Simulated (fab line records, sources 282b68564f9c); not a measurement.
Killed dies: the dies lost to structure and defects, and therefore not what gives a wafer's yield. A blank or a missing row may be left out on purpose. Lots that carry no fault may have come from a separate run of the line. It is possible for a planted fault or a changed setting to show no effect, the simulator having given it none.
Lot-split experiment | flow rit cmos | on a route of 202 steps: 5 lots, 27 wafers read

== THE SPLIT ITSELF ==
At RIT_M1_DEVELOP_08 (develop time 68 s), the setting develop time s was moved away from the recipe's 68 s on 12 of the 27 wafers read, by -47.0% to +53.4%. The other wafers ran this setting at the recipe's value.

== FROM THE SPLIT TO THE READING: what the file shows between them, 5 steps ==
- RIT_M1_CD_MEAS_09: target cd 2600 nm
- RIT_M1_HARDBAKE_11: time 120 s
- RIT_M1_METAL_ETCH_12: etches Al in Cl2/BCl3, stops on SiO2, time 165 s, target depth 600 nm
- RIT_M1_STRIP_13: strips in nmp, time 600 s
- RIT_M1_STRIP_14: strips in O2, time 173.7 s

== THE READING ==
cd nm (nm) at RIT_M1_CD_MEAS_90, where the cd target is 2600 nm. A value of 2601.3 nm with a standard deviation of 2.5 nm is what fault-free wafers of this fab line usually give.

wafer  | tool, chamber at the split | develop time s as run, s | against the recipe | cd nm, nm | against lot-mates on the recipe
L076.1 | litho track-04, 0          | 68                       | recipe             | 2598.6    | -
L076.2 | litho track-04, 0          | 68                       | recipe             | 2601.5    | -
L076.3 | litho track-04, 0          | 68                       | recipe             | 2599.6    | -
L076.4 | litho track-04, 0          | 95.36                    | +40.2%             | 2569.6    | -30.3
L076.5 | litho track-04, 0          | 95.36                    | +40.2%             | 2569.4    | -30.5
L076.6 | litho track-04, 0          | 95.36                    | +40.2%             | 2571.0    | -28.9
L080.2 | litho track-04, 0          | 68                       | recipe             | 2605.7    | -
L080.4 | litho track-04, 0          | 68                       | recipe             | 2602.8    | -
L080.6 | litho track-04, 0          | 68                       | recipe             | 2607.2    | -
L081.1 | litho track-01, 0          | 36.03                    | -47.0%             | 2663.9    | +64.5
L081.2 | litho track-01, 0          | 68                       | recipe             | 2601.2    | -
L081.3 | litho track-01, 0          | 36.03                    | -47.0%             | 2665.9    | +66.5
L081.4 | litho track-01, 0          | 36.03                    | -47.0%             | 2665.7    | +66.3
L081.5 | litho track-01, 0          | 68                       | recipe             | 2598.4    | -
L081.6 | litho track-01, 0          | 68                       | recipe             | 2598.5    | -
L084.1 | litho track-04, 0          | 104.3                    | +53.4%             | 2565.3    | -37.8
L084.2 | litho track-04, 0          | 104.3                    | +53.4%             | 2568.2    | -34.9
L084.3 | litho track-04, 0          | 68                       | recipe             | 2600.4    | -
L084.4 | litho track-04, 0          | 68                       | recipe             | 2605.3    | -
L084.5 | litho track-04, 0          | 68                       | recipe             | 2603.7    | -
L084.6 | litho track-04, 0          | 104.3                    | +53.4%             | 2566.2    | -36.9
L085.1 | litho track-02, 0          | 68                       | recipe             | 2601.3    | -
L085.2 | litho track-02, 0          | 68                       | recipe             | 2599.3    | -
L085.3 | litho track-02, 0          | 91.96                    | +35.2%             | 2571.0    | -28.8
L085.4 | litho track-02, 0          | 68                       | recipe             | 2598.7    | -
L085.5 | litho track-02, 0          | 91.96                    | +35.2%             | 2576.5    | -23.3
L085.6 | litho track-02, 0          | 91.96                    | +35.2%             | 2572.9    | -26.9

FIT RESULTS
A straight line over all 27 wafers: cd nm changes by -0.952 nm for each +1% of develop time s; r = -0.96; the points scatter about the line by 7.6 nm.
The same after taking each lot's own level away (the mean of its wafers on the recipe; 27 wafers): -0.966 nm for each +1%; r = -0.96; scatter 7.7 nm.
The reading moves by 52 nm for the largest change in develop time s, on that fit.
The lots' own levels span 2599.37 to 2605.23 nm, that is 2.3 times the standard deviation above.
So the lot-to-lot level changes the slope little: the two slopes agree.
Check: with one of the wafers moved furthest among these (+53.4%) left out of the fit, the line predicts -46.9 nm for it against its lot-mates. Against them it came out at -37.8 nm.

== THE WHOLE CHAIN: every reading that the file lists as answering this split, in the file's order ==
step                 | what it does                                                          | reading                                                   | change (the file's fit)               | r (the file's)
RIT_M1_CD_MEAS_09    | target cd 2600 nm                                                     | cd nm                                                     | -0.894 nm for each +1% of the setting | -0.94
RIT_M1_METAL_ETCH_12 | etches Al in Cl2/BCl3, stops on SiO2, time 165 s, target depth 600 nm | M1.cd nm (the simulator's own value, which no gauge read) | -0.904 nm for each +1% of the setting | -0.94
RIT_M1_CD_MEAS_90    | target cd 2600 nm                                                     | cd nm                                                     | -0.906 nm for each +1% of the setting | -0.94

== THE FILE'S OWN FIT ==
cd nm changes by -0.906 nm for each +1% of develop time s, r = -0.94.
